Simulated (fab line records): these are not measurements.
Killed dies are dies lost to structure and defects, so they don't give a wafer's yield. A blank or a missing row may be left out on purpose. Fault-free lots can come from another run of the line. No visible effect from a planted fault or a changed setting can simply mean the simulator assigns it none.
Comparing a struck lot with a sound one :: flow rit_cmos :: 14 out of 202 route steps
Sound: these wafers, L933.1, L933.2, L933.6. Struck: wafers L932.1, L932.2, L932.6. At the end, the cause is stated.
Each step with rows lists, per side, the tool, then ch with its chambers, then its first start. Under that, the readings that differ: sound wafers :: struck wafers :: difference of the means :: sigmas: that difference in standard deviations of wafers without a fault.
alike: same words and numbers on both sides, and readings whose means sit less than 2 such deviations apart. not compared: any withheld reading, any reading some wafer has no value for, any bound like >300 that may hide the same value, and any number with overlapping values for which the record gives no deviation.
A row with sigmas, a row that says differs or no value, or rows on one side alone: a step with any of these is where the two part. Non-overlapping numbers with no deviation appear without sigmas and do not part them. A reading missing from all wafers of one side parts the sides only when that side holds two or more wafers.

first, 1 step without rows for these wafers: RIT_CONTACT_HARDBAKE_10 (time 60 s).
RIT_CONTACT_ETCH_11: etches SiO2 in CHF3/CF4/Ar, stops on TiSi2, target depth 480 nm, time 320 s.
  sound on rie_diel-03 ch 0,3, day 7 20:53; struck on rie_diel-04 ch 0,2,3, day 7 13:02
  alike: drypump_motor_current_A, mfc_ar_sccm, oes_product_au, throttle_valve_pct
  not compared: rf_hours_counter_h
RIT_CONTACT_STRIP_12: strips in O2, time 180 s.
  sound on plasma_asher-02 ch 0,1, day 7 21:04; struck on plasma_asher-03 ch 0,1, day 7 13:14
  alike: drypump_motor_current_A
  not compared: rf_hours_counter_h
RIT_CONTACT_CD_MEAS_90: target cd 1000 nm.
  sound on cd_sem-02, day 7 21:15; struck on cd_sem-01, day 7 13:24
  alike: cd_nm
then, 2 steps without rows for these wafers: RIT_CONTACT_CLEAN_13 (cleans in SC1, time 600 s); RIT_CONTACT_CLEAN_14 (cleans in SC2, time 600 s).
RIT_M1_SPUTTER_00: material Al, target thk 400 nm, time 500 s.
  sound on pvd_sputter-01, day 7 21:49; struck on pvd_sputter-03, day 7 13:55
  alike: cathode_dc_power_W, throttle_valve_pct
RIT_M1_RS_MEAS_01: measurement is done with a four-point probe.
  sound on film_metro-03, day 7 22:07; struck on film_metro-02, day 7 14:12
  alike: M1_AL_RS
RIT_M1_THK_MEAS_02: measures by xrf.
  sound on film_metro-03, day 7 22:14; struck on film_metro-02, day 7 14:19
  alike: M1_AL_THK
then, 3 steps without rows for these wafers: RIT_M1_HMDS_03 (prime time 60 s); RIT_M1_COAT_04 (resist thk 1300 nm); RIT_M1_SOFTBAKE_05 (time 60 s).
RIT_M1_EXPOSE_06: exposes mask M12, target cd 2600 nm.
  struck on iline_stepper-01, day 7 14:57; sound on iline_stepper-02 ch 0, day 7 22:52
  no value came back on the struck wafers for exposure_dose_mJ_cm2, focus_offset_nm (nm), na, stage_vel_mm_s (mm/s); on the sound wafers exposure_dose_mJ_cm2 reads 250.35 249.94 250.08
  alike: mask
after that, 1 step had no rows for these wafers: RIT_M1_PEB_07.

== WHERE THEY PART ==
Only at RIT_M1_EXPOSE_06, within this record.

WHY: the cause the simulator had injected
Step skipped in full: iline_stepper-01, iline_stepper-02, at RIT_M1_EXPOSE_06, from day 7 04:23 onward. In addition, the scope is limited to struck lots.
